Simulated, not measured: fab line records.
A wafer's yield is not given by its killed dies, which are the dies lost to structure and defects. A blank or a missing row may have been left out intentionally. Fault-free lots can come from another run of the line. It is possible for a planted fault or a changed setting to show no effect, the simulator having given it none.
Split-lot experiment :: flow berkeley-cmos170 :: 5 lots, 23 wafers read, on a route of 331 steps

## THE SPLIT ITSELF
At UCB170_NSD_COAT_01 (resist thk 900 nm), the setting resist-thk-nm was moved away from the recipe's 900 nm on 11 of the 23 wafers read, by -5.5% to +4.0%. The other wafers ran this setting at the recipe's value.

The split's own step is where the reading is taken.

## THE READING
KrF_of_NSD_COAT_01.thk-nm (the simulator's own value, which no gauge read), in nm, at UCB170_NSD_COAT_01 (resist thk 900 nm). No usual value for it is given in the file. Average 901.4 nm, standard deviation 2.7 nm, over the 12 wafers here run with the recipe.

wafer: L075.1
tool, chamber at the split: litho-track-02, 0
resist-thk-nm as run, nm: 900
against the recipe: recipe
KrF_of_NSD_COAT_01.thk-nm, nm: 898.3
against lot-mates on the recipe: -

wafer: L075.3
tool, chamber at the split: litho-track-02, 0
resist-thk-nm as run, nm: 900
against the recipe: recipe
KrF_of_NSD_COAT_01.thk-nm, nm: 901.5
against lot-mates on the recipe: -

wafer: L075.4
tool, chamber at the split: litho-track-02, 0
resist-thk-nm as run, nm: 900
against the recipe: recipe
KrF_of_NSD_COAT_01.thk-nm, nm: 900.3
against lot-mates on the recipe: -

wafer: L077.1
tool, chamber at the split: litho-track-01, 0
resist-thk-nm as run, nm: 900
against the recipe: recipe
KrF_of_NSD_COAT_01.thk-nm, nm: 903.3
against lot-mates on the recipe: -

wafer: L077.5
tool, chamber at the split: litho-track-01, 0
resist-thk-nm as run, nm: 900
against the recipe: recipe
KrF_of_NSD_COAT_01.thk-nm, nm: 903.3
against lot-mates on the recipe: -

wafer: L077.2
tool, chamber at the split: litho-track-01, 0
resist-thk-nm as run, nm: 852.6
against the recipe: -5.3%
KrF_of_NSD_COAT_01.thk-nm, nm: 856.9
against lot-mates on the recipe: -46.4

wafer: L077.4
tool, chamber at the split: litho-track-01, 0
resist-thk-nm as run, nm: 852.6
against the recipe: -5.3%
KrF_of_NSD_COAT_01.thk-nm, nm: 857
against lot-mates on the recipe: -46.3

wafer: L077.6
tool, chamber at the split: litho-track-01, 0
resist-thk-nm as run, nm: 852.6
against the recipe: -5.3%
KrF_of_NSD_COAT_01.thk-nm, nm: 858.8
against lot-mates on the recipe: -44.5

wafer: L078.1
tool, chamber at the split: litho-track-02, 0
resist-thk-nm as run, nm: 874.4
against the recipe: -2.8%
KrF_of_NSD_COAT_01.thk-nm, nm: 872.9
against lot-mates on the recipe: -25.4

wafer: L078.2
tool, chamber at the split: litho-track-02, 0
resist-thk-nm as run, nm: 900
against the recipe: recipe
KrF_of_NSD_COAT_01.thk-nm, nm: 898.7
against lot-mates on the recipe: -

wafer: L078.4
tool, chamber at the split: litho-track-02, 0
resist-thk-nm as run, nm: 874.4
against the recipe: -2.8%
KrF_of_NSD_COAT_01.thk-nm, nm: 872.1
against lot-mates on the recipe: -26.1

wafer: L078.5
tool, chamber at the split: litho-track-02, 0
resist-thk-nm as run, nm: 874.4
against the recipe: -2.8%
KrF_of_NSD_COAT_01.thk-nm, nm: 871.1
against lot-mates on the recipe: -27.1

wafer: L078.6
tool, chamber at the split: litho-track-02, 0
resist-thk-nm as run, nm: 900
against the recipe: recipe
KrF_of_NSD_COAT_01.thk-nm, nm: 897.8
against lot-mates on the recipe: -

wafer: L082.1
tool, chamber at the split: litho-track-04, 0
resist-thk-nm as run, nm: 936.1
against the recipe: +4.0%
KrF_of_NSD_COAT_01.thk-nm, nm: 937.9
against lot-mates on the recipe: +38.4

wafer: L082.5
tool, chamber at the split: litho-track-04, 0
resist-thk-nm as run, nm: 936.1
against the recipe: +4.0%
KrF_of_NSD_COAT_01.thk-nm, nm: 937.9
against lot-mates on the recipe: +38.4

wafer: L082.2
tool, chamber at the split: litho-track-04, 0
resist-thk-nm as run, nm: 936.1
against the recipe: +4.0%
KrF_of_NSD_COAT_01.thk-nm, nm: 934.3
against lot-mates on the recipe: +34.8

wafer: L082.4
tool, chamber at the split: litho-track-04, 0
resist-thk-nm as run, nm: 900
against the recipe: recipe
KrF_of_NSD_COAT_01.thk-nm, nm: 897.9
against lot-mates on the recipe: -

wafer: L082.6
tool, chamber at the split: litho-track-04, 0
resist-thk-nm as run, nm: 900
against the recipe: recipe
KrF_of_NSD_COAT_01.thk-nm, nm: 901.2
against lot-mates on the recipe: -

wafer: L083.2
tool, chamber at the split: litho-track-04, 0
resist-thk-nm as run, nm: 900
against the recipe: recipe
KrF_of_NSD_COAT_01.thk-nm, nm: 905.9
against lot-mates on the recipe: -

wafer: L083.3
tool, chamber at the split: litho-track-04, 0
resist-thk-nm as run, nm: 900
against the recipe: recipe
KrF_of_NSD_COAT_01.thk-nm, nm: 904.2
against lot-mates on the recipe: -

wafer: L083.4
tool, chamber at the split: litho-track-04, 0
resist-thk-nm as run, nm: 850.8
against the recipe: -5.5%
KrF_of_NSD_COAT_01.thk-nm, nm: 856.1
against lot-mates on the recipe: -48.8

wafer: L083.5
tool, chamber at the split: litho-track-04, 0
resist-thk-nm as run, nm: 900
against the recipe: recipe
KrF_of_NSD_COAT_01.thk-nm, nm: 904.7
against lot-mates on the recipe: -

wafer: L083.6
tool, chamber at the split: litho-track-04, 0
resist-thk-nm as run, nm: 850.8
against the recipe: -5.5%
KrF_of_NSD_COAT_01.thk-nm, nm: 853.7
against lot-mates on the recipe: -51.2

THE FIT
A straight line over all 23 wafers: KrF_of_NSD_COAT_01.thk-nm changes by +8.68 nm for each +1% of resist-thk-nm; r = +0.99; the points scatter about the line by 3 nm.
The same after taking each lot's own level away (the mean of its wafers on the recipe; 23 wafers): +9.03 nm for each +1%; r = +1.00; scatter 1.4 nm.
According to that fit, moving resist-thk-nm by its largest amount changes the reading by 49 nm.
From 898.25 to 904.93 nm: that is the span of the lots' own levels, equal to 2.4 times the standard deviation above.
Hence the lot-to-lot level has little effect on the slope; both slopes agree.
Check: with one of the wafers moved furthest among these (-5.5%) left out of the fit, the line predicts -49.2 nm for it against its lot-mates. It came out at -48.8 nm against them.

## OTHER SPLITS APPLIED TO THESE WAFERS
Before the reading, these wafers also passed through other splits. Each is held against what the fit with the lots' levels taken away leaves over:
other split on the same wafers: UCB170_NVT_IMPLANT_07 energy-kev
wafers away from the commonest value: 8
r with KrF_of_NSD_COAT_01.thk-nm (lot level and that fit taken away): +0.36

other split on the same wafers: UCB170_PLDD_COAT_01 resist-thk-nm
wafers away from the commonest value: 7
r with KrF_of_NSD_COAT_01.thk-nm (lot level and that fit taken away): -0.34

other split on the same wafers: UCB170_PLDD_EXPOSE_03 dose-mj
wafers away from the commonest value: 11
r with KrF_of_NSD_COAT_01.thk-nm (lot level and that fit taken away): +0.02

other split on the same wafers: UCB170_NLDD_PEB_04 peb-temp-c
wafers away from the commonest value: 8
r with KrF_of_NSD_COAT_01.thk-nm (lot level and that fit taken away): +0.12

other split on the same wafers: UCB170_PSD_IMPLANT_08 dose-cm2
wafers away from the commonest value: 5
r with KrF_of_NSD_COAT_01.thk-nm (lot level and that fit taken away): -0.28

## THE WHOLE CHAIN: every reading that the file lists as answering this split, in the file's order
step: UCB170_NSD_COAT_01
what it does: resist thk 900 nm
reading: KrF_of_NSD_COAT_01.thk-nm (the simulator's own value, which no gauge read)
change (the file's fit): +9.02 nm for each +1% of the setting
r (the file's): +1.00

step: UCB170_NSD_STRIP_09
what it does: strips in O2
reading: strip-time-to-endpoint-s
change (the file's fit): withheld for each +1% of the setting
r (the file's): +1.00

## FILE'S OWN FIT
KrF_of_NSD_COAT_01.thk-nm changes by +9.02 nm for each +1% of resist-thk-nm, r = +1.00.
